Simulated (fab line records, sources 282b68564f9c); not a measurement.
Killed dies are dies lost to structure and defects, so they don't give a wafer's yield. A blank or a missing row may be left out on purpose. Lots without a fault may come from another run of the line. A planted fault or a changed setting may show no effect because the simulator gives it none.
fab line records | flow rit_cmos
record lots=14 wafers=42 last_day=7
route steps=202 shown CONTACT@173
lots that met no fault: from a run of the same line without faults
start_h: hours from the record's first day to the start of the lot's first wafer shown | wait_h: hours since the lot's step before | " the same as in the row above | L1.1+2: a row that stands for several wafers | - no value, or no start given | * or withheld: withheld | < > ~ a bound
route shown NAME@n: a module of which the file shows steps, and the number in the route of the first | usual: mean/standard deviation of fault-free wafers | same: alike in all rows | chamber/n: place in a boat | sites: the reading at each site | _std_site: their standard deviation | _edge_site: outer sites' mean less inner sites' | radius_mm: how far each site lies from the wafer's centre | mask NAME#n: copy n | behind: the tool/chamber that last shaped the wafer | hold: why the lot was held/for how many hours/how that ended | device: the transistor (n, p or np) that didn't switch | end of line: the same wafers' tests at the end of the route | a step without rows: its recipe alone | killed: dies lost to structure and defects at the first sort, not the wafer's yield | map: a wafer's dies, x killed, . not, _ none there
set.NAME: the setting as run; set.NAME@STEP: as run at that earlier step | model.NAME: the simulator's own value behind a step, which no gauge read
steps of the route over a sample of lots; a table a step, a row a wafer
services: from which hour (start_h, from the record's first day; less than 0 if before it) a tool's chamber was out of use, for how many hours, and why
## steps
# step RIT_CONTACT_EXPOSE_05
# recipe mask_id=M11 na=0.6 source_shape=conventional sigma_outer=0.5 target_cd_nm=1000 dose_mj=250
# columns lot.wafer tool chamber start_h wait_h mask
L510.1+2+6 iline_stepper-02 0 68.25 0.2 M11#0
L512.3+4+5 iline_stepper-01 0 77.40 0.2 M11#0
L513.2+3+5 iline_stepper-02 0 80.91 0.2 M11#0
L514.2+3+6 iline_stepper-02 0 85.88 0.1 M11#0
L515.1+2+4 iline_stepper-02 0 92.45 0.2 M11#0
L516.2+3+5 iline_stepper-02 0 96.73 0.1 M11#0
L517.1+4+5 iline_stepper-01 0 101.07 0.2 M11#0
L518.1+3+4 iline_stepper-02 0 106.32 0.2 M11#0
L519.2+3+6 iline_stepper-01 0 111.73 0.2 M11#0
L520.1+4+6 iline_stepper-01 0 116.96 0.1 M11#0
L521.3+5+6 iline_stepper-01 0 123.78 0.1 M11#0
L526.3+5+6 iline_stepper-02 0 150.89 0.2 M11#0
L528.1+4+6 iline_stepper-02 0 159.14 0.2 M11#0
L530.4+5+6 iline_stepper-01 0 166.86 0.1 M11#0
# step RIT_CONTACT_OVL_MEAS_09
# usual CONTACT_OVL=1.0/1.7
# columns lot.wafer tool chamber start_h wait_h CONTACT_OVL[nm]
L510.1 overlay-01 - 68.89 0.1 3.4
L510.2 " - " " 2.9
L510.6 " - " " 4.2
L512.3 overlay-02 - 78.01 0.1 0.5
L512.4 " - " " 1.3
L512.5 " - " " 0.1
L513.2 overlay-02 - 81.53 0.1 1.4
L513.3 " - " " 2.5
L513.5 " - " " 0.3
L514.2 overlay-02 - 86.50 0.1 -2.3
L514.3 " - " " -0.7
L514.6 " - " " 0.4
L515.1 overlay-02 - 93.08 0.1 0.2
L515.2 " - " " 0.9
L515.4 " - " " 1.9
L516.2 overlay-01 - 97.35 0.1 -1.7
L516.3 " - " " -0.1
L516.5 " - " " 0.9
L517.1 overlay-01 - 101.70 0.1 -0.2
L517.4 " - " " -0.3
L517.5 " - " " -2.0
L518.1 overlay-01 - 107.02 0.1 2.3
L518.3 " - " " 2.2
L518.4 " - " " 2.2
L519.2 overlay-02 - 112.35 0.1 0.7
L519.3 " - " " 2.5
L519.6 " - " " 0.5
L520.1 overlay-02 - 117.60 0.1 -2.9
L520.4 " - " " -2.0
L520.6 " - " " -1.2
L521.3 overlay-02 - 124.38 0.1 0.4
L521.5 " - " " -0.5
L521.6 " - " " 1.2
L526.3 overlay-01 - 151.50 0.1 -149.7
L526.5 " - " " -150.8
L526.6 " - " " -151.4
L528.1 overlay-01 - 159.78 0.1 -149.4
L528.4 " - " " -148.2
L528.6 " - " " -147.2
L530.4 overlay-02 - 167.46 0.1 2.9
L530.5 " - " " 2.0
L530.6 " - " " 1.3
## services
# columns tool chamber start_h hours kind
iline_stepper-02 - 63.14 1.7 pm
iline_stepper-01 - 72.65 4.4 pm
iline_stepper-02 - 123.64 2.7 repair
iline_stepper-02 - 145.81 4.9 repair
## key
first_sign step=RIT_CONTACT_OVL_MEAS_09 reading=CONTACT_OVL direction=down sigmas=89 usual=1.0 struck=-149.5
effect none on later readings
met_at RIT_CONTACT_EXPOSE_05
struck_lots L526,L528
tester_left_out L526,L528
onset_between 106.32 150.89
fault kind=scanner_matching_overlay tool=iline_stepper-02 chamber=- onset_h=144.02 steps=RIT_CONTACT_EXPOSE_05 offset=-150
# tester_left_out: of these lots the tester's yield and bins aren't shown, on N5 and GAA mostly nor the transistor test; their killed dies are dies lost to structure and defects alone, not to doping, threshold or leakage, so they don't give the yield
